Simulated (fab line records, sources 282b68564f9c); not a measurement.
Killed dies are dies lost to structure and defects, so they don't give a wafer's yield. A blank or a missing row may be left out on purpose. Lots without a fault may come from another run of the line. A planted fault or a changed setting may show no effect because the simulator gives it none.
One fault seen from 2 desks | flow rit_cmos | each desk has only its own numbers; what lay behind them comes last

THE METROLOGY DESK
What the gauges read, lot by lot, whatever tool the lot ran on: means of the sampled wafers that have a number. A lot is out of limits, marked OUT, if its mean lies more than 4 standard deviations from the usual mean; the brackets give that distance.
Columns: A = FOX1_OXIDE_THK at RIT_FOX1_THK_MEAS_01, usual 343 nm; B = SILICIDE_TI_RS at RIT_SILICIDE_RS_MEAS_02, usual 49.7 ohm/sq; C = SILICIDE_TI_THK at RIT_SILICIDE_THK_MEAS_03, usual 29.2 nm
lot  | first seen here | A   | B              | C
L381 | day 1 19:31     | 349 | 49.3           | 29.4
L382 | day 1 23:38     | 345 | 49.6           | 29.2
L384 | day 2 09:02     | 339 | 50.9           | 28.6
L385 | day 2 15:55     | 348 | 49.2           | 29.2
L387 | day 3 01:26     | 345 | 49.9           | 29.2
L388 | day 3 05:34     | 344 | 89.8 (+64) OUT | 23.0 (-21) OUT
L398 | day 5 09:14     | 340 | 49.4           | 29.1
L399 | day 5 12:53     | 334 | 48.2           | 29.9
L400 | day 5 16:43     | 331 | 49.8           | 29.1
L401 | day 5 23:34     | 337 | 50.1           | 28.9
L402 | day 6 03:41     | 343 | 49.4           | 29.4
L403 | day 6 08:25     | 339 | 49.5           | 29.2
L404 | day 6 14:18     | 340 | 48.7           | 29.7
This desk's finding: out of limits on L388; first on L388, day 4 17:04 (SILICIDE_TI_RS at RIT_SILICIDE_RS_MEAS_02). In limits: L381, L382, L384, L385, L387, L398, L399, L400, L401, L402, L403, L404.

THE TOOL OWNER'S DESK: pvd_sputter-03
The tool's own readings at RIT_SILICIDE_SPUTTER_01 (material Ti, target thk 30 nm, time 240 s): means of the sampled wafers that have a number, for each lot that ran on this tool. A lot is out of limits, marked OUT, if its mean lies more than 4 standard deviations from the usual mean; the brackets give that distance.
Columns: A = chamber_pressure_pa at RIT_SILICIDE_SPUTTER_01, usual 0.6668 Pa; B = throttle_valve_pct at RIT_SILICIDE_SPUTTER_01, usual 30.1 %
lot  | first seen here | A      | B
L381 | day 3 04:17     | 0.6671 | 29.5
L382 | day 3 11:04     | 0.6674 | 29.7
L384 | day 3 21:16     | 0.6666 | 30.6
L388 | day 4 16:55     | 0.6657 | 30.5
L401 | day 7 09:56     | 0.6676 | 29.5
L403 | day 7 20:42     | 0.6666 | 30.5
This desk's finding: nothing out of limits on any of the 6 lots.

PUT TOGETHER
The metrology desk could have raised an alarm at day 4 17:04, on L388.
The tool owner's desk saw nothing out of limits.
The tool owner's desk has L388 on record, within its limits.
Of the lots named, all ran RIT_SILICIDE_SPUTTER_01 on pvd_sputter-03.

WHAT THE SIMULATOR HAD PUT IN
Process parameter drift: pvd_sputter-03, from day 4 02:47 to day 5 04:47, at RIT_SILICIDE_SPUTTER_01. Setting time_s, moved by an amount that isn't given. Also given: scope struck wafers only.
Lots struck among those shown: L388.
Hours from the fault's start to each desk's first reading out of limits: the metrology desk, 14.
